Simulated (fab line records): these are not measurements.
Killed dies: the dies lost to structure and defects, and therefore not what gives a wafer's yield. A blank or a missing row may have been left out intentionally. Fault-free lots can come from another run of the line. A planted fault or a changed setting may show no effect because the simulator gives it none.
The tool behind it: which one? :: flow berkeley_cmos170 :: 14 lots, 42 wafers sampled, at 4 steps of a route of 331

## WHAT THE GAUGES SHOWED, per wafer
UCB170_GATE_CD_MEAS_90: the cd target is 350 nm. Usual: 349.9 nm for cd_nm, sd 1.7.
lot: L835
measured: day 6 04:39
on: cd_sem-01
cd_nm (nm): 348.6 348.0 347.9
flag: 

lot: L834
measured: day 6 05:01
on: cd_sem-02
cd_nm (nm): 348.8 347.3 348.3
flag: 

lot: L836
measured: day 6 14:39
on: cd_sem-01
cd_nm (nm): 346.8 348.1 349.5
flag: 

lot: L837
measured: day 7 03:05
on: cd_sem-01
cd_nm (nm): 346.8 348.0 347.9
flag: 

lot: L838
measured: day 7 03:19
on: cd_sem-02
cd_nm (nm): 348.9 350.9 348.6
flag: 

lot: L839
measured: day 7 17:41
on: cd_sem-01
cd_nm (nm): 350.6 352.0 350.3
flag: 

lot: L840
measured: day 7 18:14
on: cd_sem-02
cd_nm (nm): 350.6 348.3 349.8
flag: 

lot: L843
measured: day 8 08:26
on: cd_sem-02
cd_nm (nm): 352.0 348.8 351.5
flag: 

lot: L850
measured: day 9 09:02
on: cd_sem-01
cd_nm (nm): 349.7 350.8 349.7
flag: 

lot: L851
measured: day 9 16:33
on: cd_sem-01
cd_nm (nm): 351.1 349.7 349.2
flag: 

lot: L849
measured: day 9 17:16
on: cd_sem-01
cd_nm (nm): 349.5 349.3 349.4
flag: 

lot: L856
measured: day 10 10:23
on: cd_sem-01
cd_nm (nm): 351.9 350.9 347.0
flag: 

lot: L857
measured: day 10 10:36
on: cd_sem-02
cd_nm (nm): 353.5 353.4 353.6
flag: 

lot: L855
measured: day 10 10:42
on: cd_sem-01
cd_nm (nm): 349.6 350.5 351.3
flag: 

UCB170_NSD_TW_MEAS_10. Usual: NSD_TW gives 4203 (standard deviation 19).
lot: L835
measured: day 6 17:55
on: film_metro-01
NSD_TW: 4181 4179 4161
flag: 

lot: L834
measured: day 6 18:11
on: film_metro-01
NSD_TW: 4203 4185 4203
flag: 

lot: L836
measured: day 7 05:46
on: film_metro-02
NSD_TW: 4230 4243 4233
flag: 

lot: L837
measured: day 7 16:28
on: film_metro-01
NSD_TW: 4208 4208 4215
flag: 

lot: L838
measured: day 7 17:01
on: film_metro-02
NSD_TW: 4224 4214 4225
flag: 

lot: L839
measured: day 8 05:40
on: film_metro-01
NSD_TW: 4191 4199 4168
flag: 

lot: L840
measured: day 8 05:56
on: film_metro-01
NSD_TW: 4181 4191 4191
flag: 

lot: L843
measured: day 8 21:31
on: film_metro-02
NSD_TW: 4228 4204 4189
flag: 

lot: L850
measured: day 10 00:41
on: film_metro-02
NSD_TW: 4233 4220 4223
flag: 

lot: L851
measured: day 10 04:27
on: film_metro-01
NSD_TW: 4202 4194 4182
flag: 

lot: L849
measured: day 10 10:05
on: film_metro-04
NSD_TW: 4167 4166 4158
flag: 

lot: L856
measured: day 11 01:24
on: film_metro-02
NSD_TW: 4169 4199 4208
flag: 

lot: L857
measured: day 11 01:37
on: film_metro-01
NSD_TW: 4170 4198 4178
flag: 

lot: L855
measured: day 11 01:53
on: film_metro-01
NSD_TW: 4192 4182 4205
flag: 

UCB170_M1_RS_MEAS_01: measures by four-point-probe. Usual: M1_AL_RS gives 0.0487 ohm/sq (standard deviation 0.00063).
lot: L835
measured: day 7 03:00
on: film_metro-02
M1_AL_RS (ohm/sq): 0.0486 0.0480 0.0489
flag: 

lot: L834
measured: day 7 05:08
on: film_metro-02
M1_AL_RS (ohm/sq): 0.0482 0.0492 0.0484
flag: 

lot: L836
measured: day 7 12:23
on: film_metro-01
M1_AL_RS (ohm/sq): 0.0482 0.0485 0.0487
flag: 

lot: L837
measured: day 8 01:34
on: film_metro-02
M1_AL_RS (ohm/sq): 0.0482 0.0491 0.0483
flag: 

lot: L838
measured: day 8 01:55
on: film_metro-01
M1_AL_RS (ohm/sq): 0.0482 0.0485 0.0481
flag: 

lot: L839
measured: day 8 12:43
on: film_metro-04
M1_AL_RS (ohm/sq): 0.0494 0.0489 0.0488
flag: 

lot: L840
measured: day 8 13:11
on: film_metro-02
M1_AL_RS (ohm/sq): 0.0489 0.0485 0.0497
flag: 

lot: L843
measured: day 9 06:47
on: film_metro-01
M1_AL_RS (ohm/sq): 0.0484 0.0496 0.0485
flag: 

lot: L850
measured: day 10 10:31
on: film_metro-04
M1_AL_RS (ohm/sq): 0.0487 0.0490 0.0496
flag: 

lot: L851
measured: day 10 16:05
on: film_metro-02
M1_AL_RS (ohm/sq): 0.0477 0.0473 0.0483
flag: 

lot: L849
measured: day 10 17:35
on: film_metro-04
M1_AL_RS (ohm/sq): 0.0482 0.0477 0.0476
flag: 

lot: L856
measured: day 11 10:16
on: film_metro-04
M1_AL_RS (ohm/sq): 0.0489 0.0496 0.0485
flag: 

lot: L857
measured: day 11 11:16
on: film_metro-04
M1_AL_RS (ohm/sq): 0.0499 0.0491 0.0491
flag: 

lot: L855
measured: day 11 12:29
on: film_metro-04
M1_AL_RS (ohm/sq): 0.0488 0.0493 0.0500
flag: 

## WHICH TOOL RAN EACH LOT (tool, then ch and the chambers of the sampled wafers, then the start)
lot: L835
UCB170_CONTACT_SOFTBAKE_05: litho_track-03 ch 0, day 6 22:13

lot: L834
UCB170_CONTACT_SOFTBAKE_05: litho_track-03 ch 0, day 7 02:46

lot: L836
UCB170_CONTACT_SOFTBAKE_05: litho_track-04 ch 0, day 7 10:15

lot: L837
UCB170_CONTACT_SOFTBAKE_05: litho_track-04 ch 0, day 7 23:12

lot: L838
UCB170_CONTACT_SOFTBAKE_05: litho_track-03 ch 0, day 7 23:22

lot: L839
UCB170_CONTACT_SOFTBAKE_05: litho_track-03 ch 0, day 8 09:55

lot: L840
UCB170_CONTACT_SOFTBAKE_05: litho_track-01 ch 0, day 8 10:22

lot: L843
UCB170_CONTACT_SOFTBAKE_05: litho_track-04 ch 0, day 9 04:08

lot: L850
UCB170_CONTACT_SOFTBAKE_05: litho_track-04 ch 0, day 10 05:28

lot: L851
UCB170_CONTACT_SOFTBAKE_05: litho_track-03 ch 0, day 10 12:58

lot: L849
UCB170_CONTACT_SOFTBAKE_05: litho_track-01 ch 0, day 10 14:50

lot: L856
UCB170_CONTACT_SOFTBAKE_05: litho_track-03 ch 0, day 11 06:52

lot: L857
UCB170_CONTACT_SOFTBAKE_05: litho_track-03 ch 0, day 11 07:17

lot: L855
UCB170_CONTACT_SOFTBAKE_05: litho_track-03 ch 0, day 11 08:40
- UCB170_CONTACT_SOFTBAKE_05: time 60 s.

## AS READ BY THE TOOLS THEMSELVES (means over the sampled wafers that have a number; for cases with no such wafer, the mark the record gives instead)
UCB170_CONTACT_SOFTBAKE_05. Usual: exhaust_pa 45.0 Pa, standard deviation 0.95; heater_power_total_W 56.80 W, standard deviation 0.047; run_length_s 89.17 s, standard deviation 0.15.
lot: L835
tool: litho_track-03
exhaust_pa (Pa): 44.5
heater_power_total_W (W): 56.80
run_length_s (s): 89.34
flag: 

lot: L834
tool: litho_track-03
exhaust_pa (Pa): 44.5
heater_power_total_W (W): 56.77
run_length_s (s): 89.26
flag: 

lot: L836
tool: litho_track-04
exhaust_pa (Pa): 44.5
heater_power_total_W (W): 56.80
run_length_s (s): 89.03
flag: 

lot: L837
tool: litho_track-04
exhaust_pa (Pa): 44.7
heater_power_total_W (W): 56.85
run_length_s (s): 89.08
flag: 

lot: L838
tool: litho_track-03
exhaust_pa (Pa): 45.8
heater_power_total_W (W): 56.78
run_length_s (s): 89.38
flag: 

lot: L839
tool: litho_track-03
exhaust_pa (Pa): 46.2
heater_power_total_W (W): 56.81
run_length_s (s): 89.33
flag: 

lot: L840
tool: litho_track-01
exhaust_pa (Pa): 46.3
heater_power_total_W (W): 56.79
run_length_s (s): 89.10
flag: 

lot: L843
tool: litho_track-04
exhaust_pa (Pa): 44.9
heater_power_total_W (W): 61.59
run_length_s (s): 74.44
flag: OFF

lot: L850
tool: litho_track-04
exhaust_pa (Pa): 44.6
heater_power_total_W (W): 61.56
run_length_s (s): 74.29
flag: OFF

lot: L851
tool: litho_track-03
exhaust_pa (Pa): 46.2
heater_power_total_W (W): 56.84
run_length_s (s): 89.27
flag: 

lot: L849
tool: litho_track-01
exhaust_pa (Pa): 45.6
heater_power_total_W (W): 56.86
run_length_s (s): 88.96
flag: 

lot: L856
tool: litho_track-03
exhaust_pa (Pa): 44.3
heater_power_total_W (W): 56.84
run_length_s (s): 89.19
flag: 

lot: L857
tool: litho_track-03
exhaust_pa (Pa): 43.7
heater_power_total_W (W): 56.78
run_length_s (s): 89.33
flag: 

lot: L855
tool: litho_track-03
exhaust_pa (Pa): 44.0
heater_power_total_W (W): 56.80
run_length_s (s): 89.32
flag: 

## THE ANSWER, worked out from the rows above alone
Rule: a lot is off if the mean of its wafers that have a number lies more than 3 standard deviations from the usual mean. A lot without any number at a reading at which 4 lots or more have one is off too. The other lots that the step has rows for count as sound. After the gauges, taken in route order, come the tools' own readings; for these a lot's mean is taken, as printed above. At the first step where some lot is off, the reading lying furthest off is the one used; lots without a number count as furthest.
Off, at UCB170_CONTACT_SOFTBAKE_05 on heater_power_total_W: L843, L850.
If a tool, at that step or one of the process steps before it, ran each lot that is off and ran no sound lot following the first of them, it fits. One fits: litho_track-04 at UCB170_CONTACT_SOFTBAKE_05. A fault onset in the window from L837 (day 7 23:12, its last sound lot) to L843 (day 9 04:08, its first lot off) fits.
The tool's own readings at UCB170_CONTACT_SOFTBAKE_05 bear it out: on the lots that are off they differ by more than 5 times the standard deviation of the sound lots' means. heater_power_total_W reads 61.58 W there against 56.81 W on the sound lots; run_length_s reads 74.37 s there against 89.22 s on the sound lots.

## WHAT THE SIMULATOR HAD PUT IN
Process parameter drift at UCB170_CONTACT_SOFTBAKE_05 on litho_track-04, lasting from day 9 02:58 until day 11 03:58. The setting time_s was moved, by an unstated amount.
Shown lots that were struck: L843, L850. The rule given above showed the same thing.
